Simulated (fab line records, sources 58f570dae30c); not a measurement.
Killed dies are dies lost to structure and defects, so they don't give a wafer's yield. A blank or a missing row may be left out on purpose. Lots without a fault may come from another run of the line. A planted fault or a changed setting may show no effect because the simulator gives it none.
Problem report in the 8D (eight disciplines) form, filled by code | flow berkeley_cmos170 | the parts of the form that need people (team, actions taken, sign-off) are left out

1. THE PROBLEM
bias_w at UCB170_M1_ETCH_11 reads a mean of 80.89 W on 6 wafers of 2 lots; wafers without a fault read 99.98 W with a standard deviation of 0.29. That is -66 standard deviations from the usual mean.
The step: etches BARC in N2/H2.
First seen on wafer L172.3, day 8 15:53, on rie_diel-03. The record holds 42 wafers of 14 lots with a number at this step. Rule for "out", or "out of limits": more than 4 standard deviations from the usual mean. The other wafers with a number count as sound.

2. WHAT IT IS AND WHAT IT IS NOT
question                    | is                     | is not
which readings at this step | bias_w                 | drypump_motor_current_A, throttle_valve_pct
which lots                  | L172, L176             | L165, L166, L167, L169, L171, L173, L182, L183, L184, L185, L186, L188
which wafers of those lots  | all that have a number | -
read on which tools         | rie_diel-03            | rie_diel-02, rie_diel-04
when                        | from day 8 15:53       | up to then (12 sound wafers); but 24 sound wafers of L171, L173, L182, L183, L184, L185, L186, L188 came after

3. SUSPECTS, AND WHAT RULES EACH OUT
Counting: a tool at a process step up to the reading stays a suspect if it ran every lot that is out and no sound lot after the first of them.
- rie_diel-03 at UCB170_M1_ETCH_11 (etches BARC in N2/H2): kept. It ran every lot that is out, first L172 (day 8 15:53), and no sound lot after that; its last sound lot up to then is L169 (day 8 07:26). Its own readings are out on those wafers: bias_w.
Left after counting: rie_diel-03 at UCB170_M1_ETCH_11.

4. THE CAUSE (what the simulator had put in)
Process parameter drift: rie_diel-03, from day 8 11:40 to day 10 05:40, at UCB170_M1_ETCH_11. Setting bias_w, moved by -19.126, from 100. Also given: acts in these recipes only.
Counting left only this tool.

5. THE CHAIN OF EFFECTS, in route order
Each row: a reading whose mean over the struck wafers that have a number lies more than 3 standard deviations from the usual. Only readings for which the record gives a usual standard deviation are gone through. hours: the time from each lot's start at the first step in this table that gives one to its start at this step, as a median over the lots. sigmas: the change in usual standard deviations.
hours | step              | reading | usual   | on struck wafers | change | sigmas
0     | UCB170_M1_ETCH_11 | bias_w  | 99.98 W | 80.89            | -19.09 | -66
The process steps in it:
- UCB170_M1_ETCH_11: etches BARC in N2/H2.
Later measuring or inspecting steps at which every struck wafer that the step has a row for has a number for every such reading, and none has moved that far: UCB170_V1_OVL_MEAS_13.

6. WHAT WOULD HAVE CAUGHT IT SOONER
In this record the first reading out of limits was taken at day 8 15:53, 4 hours after the fault began at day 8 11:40.
